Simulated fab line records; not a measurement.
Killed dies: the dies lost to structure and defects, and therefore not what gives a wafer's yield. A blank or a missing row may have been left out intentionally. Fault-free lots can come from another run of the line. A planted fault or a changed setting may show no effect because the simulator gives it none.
What tool caused it? || flow berkeley-cmos170 || 39 wafers from 13 lots sampled at 6 of the route's 331 steps

WHAT THE GAUGES SHOWED, per wafer
UCB170_M3_RS_MEAS_02: the measuring method here is four-point-probe.
{"lot": "L709", "measured": "day 6 19:35", "on": "film-metro-01", "M3_AL_RS (ohm/sq)": "0.03216 0.03191 0.03174"}
{"lot": "L711", "measured": "day 8 04:42", "on": "film-metro-04", "M3_AL_RS (ohm/sq)": "0.03224 0.03214 0.03235"}
{"lot": "L713", "measured": "day 8 21:25", "on": "film-metro-04", "M3_AL_RS (ohm/sq)": "0.03176 0.03225 0.03218"}
{"lot": "L714", "measured": "day 8 07:28", "on": "film-metro-02", "M3_AL_RS (ohm/sq)": "0.03216 0.03181 0.032"}
{"lot": "L715", "measured": "day 8 20:52", "on": "film-metro-01", "M3_AL_RS (ohm/sq)": "0.0318 0.03201 0.03144"}
{"lot": "L716", "measured": "day 9 09:04", "on": "film-metro-04", "M3_AL_RS (ohm/sq)": "0.03171 0.03189 0.03205"}
{"lot": "L719", "measured": "day 9 23:13", "on": "film-metro-04", "M3_AL_RS (ohm/sq)": "0.03191 0.03225 0.03198"}
{"lot": "L723", "measured": "day 10 16:08", "on": "film-metro-04", "M3_AL_RS (ohm/sq)": "0.03227 0.03784 0.03177"}
{"lot": "L725", "measured": "day 11 05:40", "on": "film-metro-01", "M3_AL_RS (ohm/sq)": "0.03203 0.03148 0.03191"}
{"lot": "L726", "measured": "day 11 14:46", "on": "film-metro-02", "M3_AL_RS (ohm/sq)": "0.03221 0.03198 0.03227"}
{"lot": "L727", "measured": "day 11 20:22", "on": "film-metro-02", "M3_AL_RS (ohm/sq)": "0.03225 0.03201 0.03194"}
{"lot": "L730", "measured": "day 12 10:23", "on": "film-metro-04", "M3_AL_RS (ohm/sq)": "0.03185 0.03185 0.03213"}
{"lot": "L731", "measured": "day 12 11:11", "on": "film-metro-04", "M3_AL_RS (ohm/sq)": "0.03243 0.03254 0.03222"}

UCB170_M3_THK_MEAS_03: measures by xrf.
{"lot": "L709", "measured": "day 6 19:42", "on": "film-metro-01", "M3_AL_THK (nm)": "896 902 910"}
{"lot": "L711", "measured": "day 8 04:49", "on": "film-metro-04", "M3_AL_THK (nm)": "905 909 906"}
{"lot": "L713", "measured": "day 8 21:31", "on": "film-metro-04", "M3_AL_THK (nm)": "916 909 902"}
{"lot": "L714", "measured": "day 8 07:35", "on": "film-metro-02", "M3_AL_THK (nm)": "903 905 904"}
{"lot": "L715", "measured": "day 8 20:59", "on": "film-metro-01", "M3_AL_THK (nm)": "906 896 910"}
{"lot": "L716", "measured": "day 9 09:11", "on": "film-metro-04", "M3_AL_THK (nm)": "916 914 909"}
{"lot": "L719", "measured": "day 9 23:20", "on": "film-metro-04", "M3_AL_THK (nm)": "915 908 922"}
{"lot": "L723", "measured": "day 10 16:15", "on": "film-metro-04", "M3_AL_THK (nm)": "910 772 913"}
{"lot": "L725", "measured": "day 11 05:46", "on": "film-metro-01", "M3_AL_THK (nm)": "895 911 899"}
{"lot": "L726", "measured": "day 11 14:53", "on": "film-metro-02", "M3_AL_THK (nm)": "901 902 897"}
{"lot": "L727", "measured": "day 11 20:28", "on": "film-metro-02", "M3_AL_THK (nm)": "900 907 905"}
{"lot": "L730", "measured": "day 12 10:30", "on": "film-metro-04", "M3_AL_THK (nm)": "911 910 910"}
{"lot": "L731", "measured": "day 12 11:19", "on": "film-metro-04", "M3_AL_THK (nm)": "903 901 910"}

EACH LOT AND THE TOOL THAT RAN IT (in order: tool; ch and the chambers of the sampled wafers; start)
{"lot": "L709", "UCB170_ZERO_ETCH_06": "rie-diel-01 ch 0,2,3, day 1 15:52", "UCB170_NWELL_ETCH_13": "rie-diel-03 ch 0,3, day 2 05:01", "UCB170_V2_STRIP_15": "plasma-asher-04 ch 0, day 6 19:12", "UCB170_M3_SPUTTER_01": "pvd-sputter-03, day 6 19:29"}
{"lot": "L711", "UCB170_ZERO_ETCH_06": "rie-diel-02 ch 0,3, day 2 02:42", "UCB170_NWELL_ETCH_13": "rie-diel-03 ch 0,1,2, day 2 11:42", "UCB170_V2_STRIP_15": "plasma-asher-04 ch 0,1, day 8 04:20", "UCB170_M3_SPUTTER_01": "pvd-sputter-02, day 8 04:37"}
{"lot": "L713", "UCB170_ZERO_ETCH_06": "rie-diel-01 ch 0,1, day 2 13:03", "UCB170_NWELL_ETCH_13": "rie-diel-02 ch 0,2, day 2 21:50", "UCB170_V2_STRIP_15": "plasma-asher-01 ch 0,1, day 8 21:01", "UCB170_M3_SPUTTER_01": "pvd-sputter-02, day 8 21:17"}
{"lot": "L714", "UCB170_ZERO_ETCH_06": "rie-diel-01 ch 0,3, day 2 17:11", "UCB170_NWELL_ETCH_13": "rie-diel-01 ch 0,2, day 3 05:38", "UCB170_V2_STRIP_15": "plasma-asher-01 ch 0,1, day 8 07:05", "UCB170_M3_SPUTTER_01": "pvd-sputter-03, day 8 07:23"}
{"lot": "L715", "UCB170_ZERO_ETCH_06": "rie-diel-01 ch 0,1,2, day 2 23:25", "UCB170_NWELL_ETCH_13": "rie-diel-02 ch 0,1,3, day 3 11:43", "UCB170_V2_STRIP_15": "plasma-asher-01 ch 0,1, day 8 20:26", "UCB170_M3_SPUTTER_01": "pvd-sputter-01, day 8 20:46"}
{"lot": "L716", "UCB170_ZERO_ETCH_06": "rie-diel-02 ch 0,1, day 3 10:02", "UCB170_NWELL_ETCH_13": "rie-diel-02 ch 0,1,3, day 3 20:16", "UCB170_V2_STRIP_15": "plasma-asher-01 ch 0,1, day 9 08:42", "UCB170_M3_SPUTTER_01": "pvd-sputter-02, day 9 08:59"}
{"lot": "L719", "UCB170_ZERO_ETCH_06": "rie-diel-04 ch 0,2, day 3 21:38", "UCB170_NWELL_ETCH_13": "rie-diel-01 ch 0,1,3, day 4 13:01", "UCB170_V2_STRIP_15": "plasma-asher-03 ch 0,1, day 9 22:50", "UCB170_M3_SPUTTER_01": "pvd-sputter-02, day 9 23:07"}
{"lot": "L723", "UCB170_ZERO_ETCH_06": "rie-diel-01 ch 0,1,3, day 4 16:04", "UCB170_NWELL_ETCH_13": "rie-diel-02 ch 1,2,3, day 5 01:07", "UCB170_V2_STRIP_15": "plasma-asher-03 ch 0,1, day 10 15:45", "UCB170_M3_SPUTTER_01": "pvd-sputter-03, day 10 16:02"}
{"lot": "L725", "UCB170_ZERO_ETCH_06": "rie-diel-02 ch 0,1, day 5 00:40", "UCB170_NWELL_ETCH_13": "rie-diel-01 ch 1,3, day 5 13:01", "UCB170_V2_STRIP_15": "plasma-asher-04 ch 0,1, day 11 05:17", "UCB170_M3_SPUTTER_01": "pvd-sputter-01, day 11 05:32"}
{"lot": "L726", "UCB170_ZERO_ETCH_06": "rie-diel-02 ch 0,1,2, day 5 07:47", "UCB170_NWELL_ETCH_13": "rie-diel-02 ch 2,3, day 5 19:52", "UCB170_V2_STRIP_15": "plasma-asher-01 ch 0,1, day 11 14:23", "UCB170_M3_SPUTTER_01": "pvd-sputter-02, day 11 14:40"}
{"lot": "L727", "UCB170_ZERO_ETCH_06": "rie-diel-04 ch 1,3, day 5 13:47", "UCB170_NWELL_ETCH_13": "rie-diel-03 ch 0,2,3, day 6 03:28", "UCB170_V2_STRIP_15": "plasma-asher-04 ch 0,1, day 11 19:58", "UCB170_M3_SPUTTER_01": "pvd-sputter-02, day 11 20:16"}
{"lot": "L730", "UCB170_ZERO_ETCH_06": "rie-diel-02 ch 0,1, day 6 05:49", "UCB170_NWELL_ETCH_13": "rie-diel-03 ch 0,3, day 6 17:41", "UCB170_V2_STRIP_15": "plasma-asher-03 ch 1, day 12 10:01", "UCB170_M3_SPUTTER_01": "pvd-sputter-02, day 12 10:18"}
{"lot": "L731", "UCB170_ZERO_ETCH_06": "rie-diel-01 ch 1,3, day 6 09:47", "UCB170_NWELL_ETCH_13": "rie-diel-02 ch 1,2,3, day 6 23:50", "UCB170_V2_STRIP_15": "plasma-asher-04 ch 0,1, day 12 10:49", "UCB170_M3_SPUTTER_01": "pvd-sputter-02, day 12 11:07"}
- UCB170_ZERO_ETCH_06: etches SiO2 in CHF3/CF4/Ar, time 12 s.
- UCB170_NWELL_ETCH_13: etches Si3N4 in CH3F/Ar/O2, stops on SiO2, target depth 246.4 nm, time 154 s.
- UCB170_V2_STRIP_15: strips in O2.
- UCB170_M3_SPUTTER_01: material Al, target thk 900 nm, time 120 s.

WHAT THE TOOLS THEMSELVES READ (means of the sampled wafers that have a number; where no wafer has one, the mark that the record gives instead)
UCB170_ZERO_ETCH_06.
{"lot": "L709", "tool": "rie-diel-01", "drypump-motor-current-A (A)": 5.7, "oes-product-au (a.u.)": 0.616, "throttle-valve-pct (%)": 9.24}
{"lot": "L711", "tool": "rie-diel-02", "drypump-motor-current-A (A)": 6.0, "oes-product-au (a.u.)": 0.613, "throttle-valve-pct (%)": 9.36}
{"lot": "L713", "tool": "rie-diel-01", "drypump-motor-current-A (A)": 5.8, "oes-product-au (a.u.)": 0.616, "throttle-valve-pct (%)": 9.24}
{"lot": "L714", "tool": "rie-diel-01", "drypump-motor-current-A (A)": 5.7, "oes-product-au (a.u.)": 0.615, "throttle-valve-pct (%)": 9.21}
{"lot": "L715", "tool": "rie-diel-01", "drypump-motor-current-A (A)": 5.7, "oes-product-au (a.u.)": 0.620, "throttle-valve-pct (%)": 9.25}
{"lot": "L716", "tool": "rie-diel-02", "drypump-motor-current-A (A)": 6.1, "oes-product-au (a.u.)": 0.612, "throttle-valve-pct (%)": 9.30}
{"lot": "L719", "tool": "rie-diel-04", "drypump-motor-current-A (A)": 5.4, "oes-product-au (a.u.)": 0.616, "throttle-valve-pct (%)": 9.22}
{"lot": "L723", "tool": "rie-diel-01", "drypump-motor-current-A (A)": 5.8, "oes-product-au (a.u.)": 0.619, "throttle-valve-pct (%)": 9.22}
{"lot": "L725", "tool": "rie-diel-02", "drypump-motor-current-A (A)": 6.0, "oes-product-au (a.u.)": 0.624, "throttle-valve-pct (%)": 9.31}
{"lot": "L726", "tool": "rie-diel-02", "drypump-motor-current-A (A)": 6.1, "oes-product-au (a.u.)": 0.622, "throttle-valve-pct (%)": 9.22}
{"lot": "L727", "tool": "rie-diel-04", "drypump-motor-current-A (A)": 5.7, "oes-product-au (a.u.)": 0.611, "throttle-valve-pct (%)": 9.30}
{"lot": "L730", "tool": "rie-diel-02", "drypump-motor-current-A (A)": 6.0, "oes-product-au (a.u.)": 0.612, "throttle-valve-pct (%)": 9.36}
{"lot": "L731", "tool": "rie-diel-01", "drypump-motor-current-A (A)": 5.9, "oes-product-au (a.u.)": 0.618, "throttle-valve-pct (%)": 9.27}

UCB170_NWELL_ETCH_13.
{"lot": "L709", "tool": "rie-diel-03", "CH3F_flow_sccm (sccm)": 19.98, "drypump-motor-current-A (A)": 5.7, "oes-product-au (a.u.)": 0.958, "throttle-valve-pct (%)": 8.01}
{"lot": "L711", "tool": "rie-diel-03", "CH3F_flow_sccm (sccm)": 20.01, "drypump-motor-current-A (A)": 6.0, "oes-product-au (a.u.)": 0.949, "throttle-valve-pct (%)": 8.09}
{"lot": "L713", "tool": "rie-diel-02", "CH3F_flow_sccm (sccm)": 20.02, "drypump-motor-current-A (A)": 6.2, "oes-product-au (a.u.)": 0.948, "throttle-valve-pct (%)": 7.97}
{"lot": "L714", "tool": "rie-diel-01", "CH3F_flow_sccm (sccm)": 20.03, "drypump-motor-current-A (A)": 5.6, "oes-product-au (a.u.)": 0.939, "throttle-valve-pct (%)": 8.09}
{"lot": "L715", "tool": "rie-diel-02", "CH3F_flow_sccm (sccm)": 20.00, "drypump-motor-current-A (A)": 6.1, "oes-product-au (a.u.)": 0.928, "throttle-valve-pct (%)": 8.09}
{"lot": "L716", "tool": "rie-diel-02", "CH3F_flow_sccm (sccm)": 20.06, "drypump-motor-current-A (A)": 6.1, "oes-product-au (a.u.)": 0.945, "throttle-valve-pct (%)": 8.09}
{"lot": "L719", "tool": "rie-diel-01", "CH3F_flow_sccm (sccm)": 20.04, "drypump-motor-current-A (A)": 5.8, "oes-product-au (a.u.)": 0.940, "throttle-valve-pct (%)": 8.04}
{"lot": "L723", "tool": "rie-diel-02", "CH3F_flow_sccm (sccm)": 19.98, "drypump-motor-current-A (A)": 6.3, "oes-product-au (a.u.)": 0.943, "throttle-valve-pct (%)": 7.97}
{"lot": "L725", "tool": "rie-diel-01", "CH3F_flow_sccm (sccm)": 20.02, "drypump-motor-current-A (A)": 5.9, "oes-product-au (a.u.)": 0.943, "throttle-valve-pct (%)": 8.09}
{"lot": "L726", "tool": "rie-diel-02", "CH3F_flow_sccm (sccm)": 19.99, "drypump-motor-current-A (A)": 6.4, "oes-product-au (a.u.)": 0.942, "throttle-valve-pct (%)": 7.90}
{"lot": "L727", "tool": "rie-diel-03", "CH3F_flow_sccm (sccm)": 19.95, "drypump-motor-current-A (A)": 5.8, "oes-product-au (a.u.)": 0.947, "throttle-valve-pct (%)": 8.03}
{"lot": "L730", "tool": "rie-diel-03", "CH3F_flow_sccm (sccm)": 19.95, "drypump-motor-current-A (A)": 5.7, "oes-product-au (a.u.)": 0.945, "throttle-valve-pct (%)": 8.06}
{"lot": "L731", "tool": "rie-diel-02", "CH3F_flow_sccm (sccm)": 20.00, "drypump-motor-current-A (A)": 6.3, "oes-product-au (a.u.)": 0.939, "throttle-valve-pct (%)": 7.96}

UCB170_V2_STRIP_15.
{"lot": "L709", "tool": "plasma-asher-04", "drypump-motor-current-A (A)": 5.8, "oes-product-au (a.u.)": 0.724, "strip-time-to-endpoint-s (s)": 15.38}
{"lot": "L711", "tool": "plasma-asher-04", "drypump-motor-current-A (A)": 5.5, "oes-product-au (a.u.)": 0.723, "strip-time-to-endpoint-s (s)": 15.26}
{"lot": "L713", "tool": "plasma-asher-01", "drypump-motor-current-A (A)": 5.8, "oes-product-au (a.u.)": 0.721, "strip-time-to-endpoint-s (s)": 15.35}
{"lot": "L714", "tool": "plasma-asher-01", "drypump-motor-current-A (A)": 5.8, "oes-product-au (a.u.)": 0.724, "strip-time-to-endpoint-s (s)": 15.08}
{"lot": "L715", "tool": "plasma-asher-01", "drypump-motor-current-A (A)": 5.5, "oes-product-au (a.u.)": 0.720, "strip-time-to-endpoint-s (s)": 15.17}
{"lot": "L716", "tool": "plasma-asher-01", "drypump-motor-current-A (A)": 5.8, "oes-product-au (a.u.)": 0.720, "strip-time-to-endpoint-s (s)": 15.22}
{"lot": "L719", "tool": "plasma-asher-03", "drypump-motor-current-A (A)": 6.0, "oes-product-au (a.u.)": 0.729, "strip-time-to-endpoint-s (s)": 15.19}
{"lot": "L723", "tool": "plasma-asher-03", "drypump-motor-current-A (A)": 6.0, "oes-product-au (a.u.)": 0.720, "strip-time-to-endpoint-s (s)": 15.07}
{"lot": "L725", "tool": "plasma-asher-04", "drypump-motor-current-A (A)": 5.1, "oes-product-au (a.u.)": 0.724, "strip-time-to-endpoint-s (s)": 15.24}
{"lot": "L726", "tool": "plasma-asher-01", "drypump-motor-current-A (A)": 5.8, "oes-product-au (a.u.)": 0.721, "strip-time-to-endpoint-s (s)": 15.26}
{"lot": "L727", "tool": "plasma-asher-04", "drypump-motor-current-A (A)": 5.1, "oes-product-au (a.u.)": 0.724, "strip-time-to-endpoint-s (s)": 15.04}
{"lot": "L730", "tool": "plasma-asher-03", "drypump-motor-current-A (A)": 6.0, "oes-product-au (a.u.)": 0.723, "strip-time-to-endpoint-s (s)": 15.50}
{"lot": "L731", "tool": "plasma-asher-04", "drypump-motor-current-A (A)": 5.5, "oes-product-au (a.u.)": 0.725, "strip-time-to-endpoint-s (s)": 15.07}

UCB170_M3_SPUTTER_01.
{"lot": "L709", "tool": "pvd-sputter-03", "cathode-dc-power-W (W)": 5999.9, "chamber-pressure-pa (Pa)": 0.4998, "throttle-valve-pct (%)": 30.2}
{"lot": "L711", "tool": "pvd-sputter-02", "cathode-dc-power-W (W)": 5999.8, "chamber-pressure-pa (Pa)": 0.4988, "throttle-valve-pct (%)": 29.4}
{"lot": "L713", "tool": "pvd-sputter-02", "cathode-dc-power-W (W)": 6000.5, "chamber-pressure-pa (Pa)": 0.4993, "throttle-valve-pct (%)": 29.5}
{"lot": "L714", "tool": "pvd-sputter-03", "cathode-dc-power-W (W)": 6000.0, "chamber-pressure-pa (Pa)": 0.5001, "throttle-valve-pct (%)": 29.6}
{"lot": "L715", "tool": "pvd-sputter-01", "cathode-dc-power-W (W)": 5999.9, "chamber-pressure-pa (Pa)": 0.5001, "throttle-valve-pct (%)": 29.6}
{"lot": "L716", "tool": "pvd-sputter-02", "cathode-dc-power-W (W)": 5999.2, "chamber-pressure-pa (Pa)": 0.5007, "throttle-valve-pct (%)": 29.4}
{"lot": "L719", "tool": "pvd-sputter-02", "cathode-dc-power-W (W)": 6001.8, "chamber-pressure-pa (Pa)": 0.5004, "throttle-valve-pct (%)": 29.6}
{"lot": "L723", "tool": "pvd-sputter-03", "cathode-dc-power-W (W)": 5681.0, "chamber-pressure-pa (Pa)": 0.4999, "throttle-valve-pct (%)": 29.9}
{"lot": "L725", "tool": "pvd-sputter-01", "cathode-dc-power-W (W)": 6000.0, "chamber-pressure-pa (Pa)": 0.4990, "throttle-valve-pct (%)": 31.2}
{"lot": "L726", "tool": "pvd-sputter-02", "cathode-dc-power-W (W)": 5999.4, "chamber-pressure-pa (Pa)": 0.5008, "throttle-valve-pct (%)": 29.9}
{"lot": "L727", "tool": "pvd-sputter-02", "cathode-dc-power-W (W)": 6000.5, "chamber-pressure-pa (Pa)": 0.4992, "throttle-valve-pct (%)": 29.6}
{"lot": "L730", "tool": "pvd-sputter-02", "cathode-dc-power-W (W)": 5999.9, "chamber-pressure-pa (Pa)": 0.5006, "throttle-valve-pct (%)": 29.6}
{"lot": "L731", "tool": "pvd-sputter-02", "cathode-dc-power-W (W)": 6001.2, "chamber-pressure-pa (Pa)": 0.4993, "throttle-valve-pct (%)": 29.8}

THE ANSWER, worked out from the rows above alone
Rule: usual is defined by the lots themselves. Put in order of their means at a reading, lots are off if they are a third of the lots or fewer, leave a main group of 4 or more, and stand apart from it by a gap of 3 or more times the standard deviation of the main group's means; of several such gaps the widest counts. The tables above print the reading to a certain number of digits; a main group whose means all agree to those digits is not used. A lot without any number at a reading at which 4 lots or more have one is off too. Where the step has rows for the other lots, those lots are counted as sound. Order of review: gauges by route order, followed by the tools' own readings, for which a lot's mean as printed above is used. At the first step where some lot is off, the reading lying furthest off is the one used; lots without a number count as furthest.
Off: at UCB170_M3_RS_MEAS_02 (M3_AL_RS), L723. The main group: mean 0.0320 ohm/sq, standard deviation 0.00017.
If a tool, at a process step before that reading, ran all the lots that are off and no sound lot after the first of them, it fits. The gauges at UCB170_M3_RS_MEAS_02 aren't tried: what is off there is off at UCB170_M3_SPUTTER_01 too, on other tools, and a gauge's error can't cause that. One fits: pvd-sputter-03 at UCB170_M3_SPUTTER_01. Its last sound lot is L714 (day 8 07:23), its first lot that is off L723 (day 10 16:02): a fault that began between those two fits.
On the lots that are off, the tool's own readings at UCB170_M3_SPUTTER_01 differ by more than 5 times the standard deviation of the sound lots' means, which bears it out; cathode-dc-power-W reads 5681.0 W there versus 6000.2 W on the sound lots.

WHAT WAS PUT IN BY THE SIMULATOR
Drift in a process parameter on pvd-sputter-03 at UCB170_M3_SPUTTER_01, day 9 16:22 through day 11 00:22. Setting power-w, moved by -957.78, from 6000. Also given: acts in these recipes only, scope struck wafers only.
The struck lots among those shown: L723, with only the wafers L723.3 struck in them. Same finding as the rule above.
